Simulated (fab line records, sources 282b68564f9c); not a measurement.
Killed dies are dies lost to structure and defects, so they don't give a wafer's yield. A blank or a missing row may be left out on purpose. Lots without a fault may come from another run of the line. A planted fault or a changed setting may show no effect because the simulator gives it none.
Problem report in the 8D (eight disciplines) form, filled by code | flow rit_cmos | the parts of the form that need people (team, actions taken, sign-off) are left out

1. THE PROBLEM
temp_c at RIT_SDANNEAL_CLEAN_00 reads a mean of 74.39 C on 4 wafers of 2 lots; wafers without a fault read 75.01 C with a standard deviation of 0.14. That is -4.4 standard deviations from the usual mean.
The step: cleans in SC1, time 600 s.
First seen on wafer L773.4, day 5 09:48, on wet_bench-01. The record holds 40 wafers of 14 lots with a number at this step. Rule for "out", or "out of limits": more than 4 standard deviations from the usual mean. The other wafers with a number count as sound.

2. WHAT IT IS AND WHAT IT IS NOT
question                    | is                     | is not
which readings at this step | temp_c                 | -
which lots                  | L773, L774             | L762, L764, L765, L775, L776, L777, L778, L779, L781, L782, L783, L784
which wafers of those lots  | all that have a number | -
read on which tools         | wet_bench-01           | wet_bench-02, wet_bench-03
when                        | from day 5 09:48       | up to then (9 sound wafers); but 27 sound wafers of L775, L776, L777, L778, L779, L781, L782, L783, L784 came after

3. SUSPECTS, AND WHAT RULES EACH OUT
Counting: a tool at a process step up to the reading stays a suspect if it ran every lot that is out and no sound lot after the first of them.
- wet_bench-01 at RIT_SDANNEAL_CLEAN_00 (cleans in SC1, time 600 s): kept. It ran every lot that is out, first L773 (day 5 09:48), and no sound lot after that; its last sound lot up to then is L764 (day 3 14:26). Its own readings are out on those wafers: temp_c.
Left after counting: wet_bench-01 at RIT_SDANNEAL_CLEAN_00.

4. THE CAUSE (what the simulator had put in)
Process parameter drift: wet_bench-01, from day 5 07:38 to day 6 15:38, at RIT_SDANNEAL_CLEAN_00. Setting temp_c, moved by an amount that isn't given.
Counting left only this tool.

5. THE CHAIN OF EFFECTS, in route order
Each row: a reading whose mean over the struck wafers that have a number lies more than 3 standard deviations from the usual. Only readings for which the record gives a usual standard deviation are gone through. hours: the time from each lot's start at the first step in this table that gives one to its start at this step, as a median over the lots. sigmas: the change in usual standard deviations.
hours | step                  | reading | usual   | on struck wafers | change | sigmas
0     | RIT_SDANNEAL_CLEAN_00 | temp_c  | 75.01 C | 74.39            | -0.62  | -4.4
The process steps in it:
- RIT_SDANNEAL_CLEAN_00: cleans in SC1, time 600 s.

6. WHAT WOULD HAVE CAUGHT IT SOONER
In this record the first reading out of limits was taken at day 5 09:48, 2 hours after the fault began at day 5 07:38.
